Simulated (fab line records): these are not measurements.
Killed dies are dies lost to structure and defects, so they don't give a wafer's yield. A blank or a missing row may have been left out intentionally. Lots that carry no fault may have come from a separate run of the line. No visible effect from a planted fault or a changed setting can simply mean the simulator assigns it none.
Split-lot trial / flow berkeley_cmos170 / 23 wafers read across 5 lots, on a route 331 steps long

== SPLIT DETAILS ==
At UCB170_M3_SPUTTER_01 (material Al, target thk 900 nm, time 120 s), the setting power_w was moved away from the recipe's 6000 W on 6 of the 23 wafers read, by +3.5% to +3.6%. The other wafers ran this setting at the recipe's value.

== SPLIT TO READING: what lies between them in the file, 1 step ==
- UCB170_M3_RS_MEAS_02: measures by four-point-probe

== THE READING ==
M3_AL_THK, in nm, at UCB170_M3_THK_MEAS_03 (measures by xrf). On this fab line, fault-free wafers typically give 894 nm with a standard deviation of 9.7 nm.

wafer=L074.1; tool, chamber at the split=pvd_sputter-03, -; power_w as run, W=6000; against the recipe=recipe; M3_AL_THK, nm=894; against lot-mates on the recipe=-
wafer=L074.2; tool, chamber at the split=pvd_sputter-03, -; power_w as run, W=6000; against the recipe=recipe; M3_AL_THK, nm=891; against lot-mates on the recipe=-
wafer=L074.4; tool, chamber at the split=pvd_sputter-03, -; power_w as run, W=6000; against the recipe=recipe; M3_AL_THK, nm=898; against lot-mates on the recipe=-
wafer=L074.5; tool, chamber at the split=pvd_sputter-03, -; power_w as run, W=6000; against the recipe=recipe; M3_AL_THK, nm=892; against lot-mates on the recipe=-
wafer=L074.6; tool, chamber at the split=pvd_sputter-03, -; power_w as run, W=6000; against the recipe=recipe; M3_AL_THK, nm=899; against lot-mates on the recipe=-
wafer=L075.2; tool, chamber at the split=pvd_sputter-04, -; power_w as run, W=6214; against the recipe=+3.6%; M3_AL_THK, nm=927; against lot-mates on the recipe=+45
wafer=L075.3; tool, chamber at the split=pvd_sputter-04, -; power_w as run, W=6000; against the recipe=recipe; M3_AL_THK, nm=877; against lot-mates on the recipe=-
wafer=L075.4; tool, chamber at the split=pvd_sputter-04, -; power_w as run, W=6214; against the recipe=+3.6%; M3_AL_THK, nm=921; against lot-mates on the recipe=+39
wafer=L075.5; tool, chamber at the split=pvd_sputter-04, -; power_w as run, W=6214; against the recipe=+3.6%; M3_AL_THK, nm=931; against lot-mates on the recipe=+49
wafer=L075.6; tool, chamber at the split=pvd_sputter-04, -; power_w as run, W=6000; against the recipe=recipe; M3_AL_THK, nm=887; against lot-mates on the recipe=-
wafer=L078.1; tool, chamber at the split=pvd_sputter-03, -; power_w as run, W=6209; against the recipe=+3.5%; M3_AL_THK, nm=921; against lot-mates on the recipe=+29
wafer=L078.2; tool, chamber at the split=pvd_sputter-03, -; power_w as run, W=6000; against the recipe=recipe; M3_AL_THK, nm=889; against lot-mates on the recipe=-
wafer=L078.3; tool, chamber at the split=pvd_sputter-03, -; power_w as run, W=6209; against the recipe=+3.5%; M3_AL_THK, nm=925; against lot-mates on the recipe=+33
wafer=L078.4; tool, chamber at the split=pvd_sputter-03, -; power_w as run, W=6000; against the recipe=recipe; M3_AL_THK, nm=895; against lot-mates on the recipe=-
wafer=L078.6; tool, chamber at the split=pvd_sputter-03, -; power_w as run, W=6209; against the recipe=+3.5%; M3_AL_THK, nm=913; against lot-mates on the recipe=+21
wafer=L077.1; tool, chamber at the split=pvd_sputter-03, -; power_w as run, W=6000; against the recipe=recipe; M3_AL_THK, nm=890; against lot-mates on the recipe=-
wafer=L077.2; tool, chamber at the split=pvd_sputter-03, -; power_w as run, W=6000; against the recipe=recipe; M3_AL_THK, nm=898; against lot-mates on the recipe=-
wafer=L077.3; tool, chamber at the split=pvd_sputter-03, -; power_w as run, W=6000; against the recipe=recipe; M3_AL_THK, nm=904; against lot-mates on the recipe=-
wafer=L077.4; tool, chamber at the split=pvd_sputter-03, -; power_w as run, W=6000; against the recipe=recipe; M3_AL_THK, nm=898; against lot-mates on the recipe=-
wafer=L077.6; tool, chamber at the split=pvd_sputter-03, -; power_w as run, W=6000; against the recipe=recipe; M3_AL_THK, nm=897; against lot-mates on the recipe=-
wafer=L079.2; tool, chamber at the split=pvd_sputter-01, -; power_w as run, W=6000; against the recipe=recipe; M3_AL_THK, nm=893; against lot-mates on the recipe=-
wafer=L079.4; tool, chamber at the split=pvd_sputter-01, -; power_w as run, W=6000; against the recipe=recipe; M3_AL_THK, nm=898; against lot-mates on the recipe=-
wafer=L079.5; tool, chamber at the split=pvd_sputter-01, -; power_w as run, W=6000; against the recipe=recipe; M3_AL_THK, nm=887; against lot-mates on the recipe=-

THE FIT
A straight line over all 23 wafers: M3_AL_THK changes by +8.42 nm for each +1% of power_w; r = +0.91; the points scatter about the line by 6.2 nm.
The same after taking each lot's own level away (the mean of its wafers on the recipe; 23 wafers): +10.2 nm for each +1%; r = +0.94; scatter 6.1 nm.
The reading moves by 37 nm for the largest change in power_w, on that fit.
Across the lots, their own levels run from 882.0 to 897.4 nm, a range of 1.6 times the standard deviation given above.
So the slope is not independent of the lot-to-lot level: the two fits are not the same.
Check: with one of the wafers moved furthest among these (+3.6%) left out of the fit, the line predicts +34.8 nm for it against its lot-mates. It came out at +45 nm against them.

== OTHER SPLITS APPLIED TO THESE WAFERS ==
Note: prior to the reading, these wafers also went through further splits. Each is held against what the fit with the lots' levels taken away leaves over:
other split on the same wafers=UCB170_PSD_IMPLANT_08 energy_kev; wafers away from the commonest value=6; r with M3_AL_THK (lot level and that fit taken away)=-0.35
other split on the same wafers=UCB170_CONTACT_COAT_10 resist_thk_nm; wafers away from the commonest value=8; r with M3_AL_THK (lot level and that fit taken away)=-0.07
other split on the same wafers=UCB170_M1_SPUTTER_00 time_s; wafers away from the commonest value=7; r with M3_AL_THK (lot level and that fit taken away)=-0.01
other split on the same wafers=UCB170_V2_COAT_07 spin_rpm; wafers away from the commonest value=8; r with M3_AL_THK (lot level and that fit taken away)=-0.09

== THE WHOLE CHAIN: every reading that the file lists as answering this split, in the file's order ==
step=UCB170_M3_SPUTTER_01; what it does=material Al, target thk 900 nm, time 120 s; reading=Al_of_M3_SPUTTER_01.thk_nm (the simulator's own value, which no gauge read); change (the file's fit)=+9.74 nm for each +1% of the setting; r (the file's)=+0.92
step=UCB170_M3_RS_MEAS_02; what it does=measures by four-point-probe; reading=M3_AL_RS; change (the file's fit)=-0.000345 for each +1% of the setting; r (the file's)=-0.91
step=UCB170_M3_THK_MEAS_03; what it does=measures by xrf; reading=M3_AL_THK; change (the file's fit)=+10.2 for each +1% of the setting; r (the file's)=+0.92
step=UCB170_M3_METAL_ETCH_18; what it does=etches Al in Cl2/BCl3, stops on SiO2, target depth 1170 nm, time 195 s; reading=etch.depth_nm (the simulator's own value, which no gauge read); change (the file's fit)=+9.74 nm for each +1% of the setting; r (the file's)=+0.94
step=UCB170_M3_METAL_ETCH_18; what it does=etches Al in Cl2/BCl3, stops on SiO2, target depth 1170 nm, time 195 s; reading=M3.feature_depth_nm (the simulator's own value, which no gauge read); change (the file's fit)=+9.66 nm for each +1% of the setting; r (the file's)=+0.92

== THE FILE'S OWN FIT ==
M3_AL_THK changes by +10.2 nm for each +1% of power_w, r = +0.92.
